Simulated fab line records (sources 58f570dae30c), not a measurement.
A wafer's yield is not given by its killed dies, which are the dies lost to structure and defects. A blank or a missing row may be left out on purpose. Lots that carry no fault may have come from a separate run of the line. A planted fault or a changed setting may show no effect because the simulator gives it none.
Code-filled problem report in 8D (eight disciplines) form || flow berkeley_cmos170 || the parts of the form that need people (team, actions taken, sign-off) are left out

## 1. THE ISSUE
Mean PSD_TW at UCB170_PSD_TW_MEAS_10: 2228 over 6 wafers in 2 lots; fault-free wafers: 2332, standard deviation 17. Relative to the usual mean, that is a shift of -6.1 standard deviations.
Earliest sighting: wafer L439.3 on film_metro-02 at day 7 12:01. Wafers with a number at this step in the record: 42, from 14 lots. By rule, "out" or "out of limits" means more than 4 standard deviations away from the usual mean. The other wafers with a number count as sound.

## 2. WHAT IT IS; WHAT IT IS NOT
{"question": "which readings at this step", "is": "PSD_TW", "is not": "-"}
{"question": "which lots", "is": "L439, L441", "is not": "L434, L435, L436, L437, L438, L440, L447, L453, L454, L455, L456, L457"}
{"question": "which wafers of those lots", "is": "all that have a number", "is not": "-"}
{"question": "read on which gauges", "is": "film_metro-01, film_metro-02", "is not": "film_metro-03"}
{"question": "when", "is": "from day 7 12:01", "is not": "up to then (18 sound wafers); but 18 sound wafers of L447, L453, L454, L455, L456, L457 came after"}

## 3. WHAT RULES OUT EACH SUSPECT
Counting: a tool at any process step up to the reading remains a suspect when it ran all the lots that are out and ran no sound lot after the first of those.
- the gauge at UCB170_PSD_TW_MEAS_10 is ruled out. The wafers that are out were read on 2 gauges (film_metro-01, film_metro-02).
- implanter-02 at UCB170_PSD_IMPLANT_08: ruled out as a lasting fault. Sound lots L454 ran on it after its first lot that is out, L439 (day 7 11:47).
Left after counting: nothing in the record.

## 4. THE CAUSE (what the simulator had put in)
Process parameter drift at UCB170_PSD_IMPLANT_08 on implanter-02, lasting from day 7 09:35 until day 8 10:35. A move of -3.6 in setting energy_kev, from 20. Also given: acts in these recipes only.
Counting ruled it out, wrongly: the rule takes a fault to strike every lot that its tool runs from its start on, and this one did not.

## 5. THE CHAIN OF EFFECTS, in route order
Each row: a reading whose mean over the struck wafers that have a number lies more than 3 standard deviations from the usual. Readings are gone through only where the record gives a usual standard deviation; hours: the median, over the lots, of the time from a lot's start at the first step in this table giving one to that lot's start at this step; sigmas: the change measured in usual standard deviations.
{"hours": 0, "step": "UCB170_PSD_IMPLANT_08", "reading": "beam_energy_keV", "usual": 20.001, "on struck wafers": 16.402, "change": -3.599, "sigmas": "-99 or more"}
{"hours": 0, "step": "UCB170_PSD_STRIP_09", "reading": "oes_product_au", "usual": "0.601 a.u.", "on struck wafers": 0.618, "change": "+0.017", "sigmas": "+3.5"}
{"hours": 0, "step": "UCB170_PSD_STRIP_09", "reading": "strip_time_to_endpoint_s", "usual": "29.39 s", "on struck wafers": 27.85, "change": -1.54, "sigmas": -21}
{"hours": 0, "step": "UCB170_PSD_TW_MEAS_10", "reading": "PSD_TW", "usual": 2332, "on struck wafers": 2228, "change": -104, "sigmas": -6.1}
{"hours": 7, "step": "UCB170_SDANNEAL_RS_MEAS_02", "reading": "PSD_RS", "usual": "75.55 ohm/sq", "on struck wafers": 77.73, "change": "+2.18", "sigmas": "+8.7"}
The process steps in it:
- UCB170_PSD_IMPLANT_08
- UCB170_PSD_STRIP_09: strips in O2.
At these later measuring or inspecting steps, every struck wafer for which the step has a row has a number for every such reading, and none has moved that far: UCB170_NSD_CD_MEAS_06.

## 6. HOW IT WOULD HAVE BEEN CAUGHT EARLIER
Counted from the fault's start at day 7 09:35, it took 2 hours until the first out-of-limits reading at a measuring or inspecting step in this record, taken at day 7 12:01.
At UCB170_PSD_IMPLANT_08, the tool's own readings (beam_energy_keV) were out on each struck wafer the step has a row for, so an alarm limit on them would have fired on the first such wafer.
